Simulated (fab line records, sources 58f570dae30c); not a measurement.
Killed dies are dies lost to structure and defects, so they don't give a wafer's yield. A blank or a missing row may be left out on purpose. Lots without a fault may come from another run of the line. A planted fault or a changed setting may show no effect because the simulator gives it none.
Which tool did it? | flow berkeley_cmos170 | 7 lots, 21 wafers sampled, at 2 steps of a route of 331

WHAT THE GAUGES READ, wafer by wafer
UCB170_PVT_OVL_MEAS_06.
lot  | measured     | on         | PVT_OVL (nm)
L349 | day 5 16:07  | overlay-01 | 8 14 7
L352 | day 6 11:11  | overlay-02 | 6 7 5
L355 | day 7 10:53  | overlay-01 | 6 2 9
L357 | day 7 10:28  | overlay-02 | 4 5 8
L364 | day 8 20:20  | overlay-01 | 3 3 11
L369 | day 9 23:49  | overlay-01 | 4 7 12
L370 | day 10 16:22 | overlay-01 | 6 3 2

WHICH TOOL RAN EACH LOT (tool, then ch and the chambers of the sampled wafers, then the start)
lot  | UCB170_ZERO_ETCH_06
L349 | rie_diel-01 ch 0,2,3, day 1 23:42
L352 | rie_diel-01 ch 0,3, day 2 14:49
L355 | rie_diel-02 ch 0,2, day 3 05:26
L357 | rie_diel-04 ch 0,1,3, day 3 16:43
L364 | rie_diel-02 ch 0,2,3, day 5 01:26
L369 | rie_diel-02 ch 0,2, day 6 09:50
L370 | rie_diel-04 ch 2,3, day 6 19:47
- UCB170_ZERO_ETCH_06: etches SiO2 in CHF3/CF4/Ar, time 12 s.

THE ANSWER, worked out from the rows above alone
Rule: what is usual is taken from the lots themselves. Put in order of their means at a reading, lots are off if they are a third of the lots or fewer, leave a main group of 4 or more, and stand apart from it by a gap of 3 or more times the standard deviation of the main group's means; of several such gaps the widest counts. A main group whose means are all the same, to the digits that the tables above print for the reading, isn't used. A lot without any number at a reading at which 4 lots or more have one is off too. The other lots that the step has rows for count as sound.
No lot is off at any reading shown: from this, nothing can be told.

WHAT THE SIMULATOR HAD PUT IN
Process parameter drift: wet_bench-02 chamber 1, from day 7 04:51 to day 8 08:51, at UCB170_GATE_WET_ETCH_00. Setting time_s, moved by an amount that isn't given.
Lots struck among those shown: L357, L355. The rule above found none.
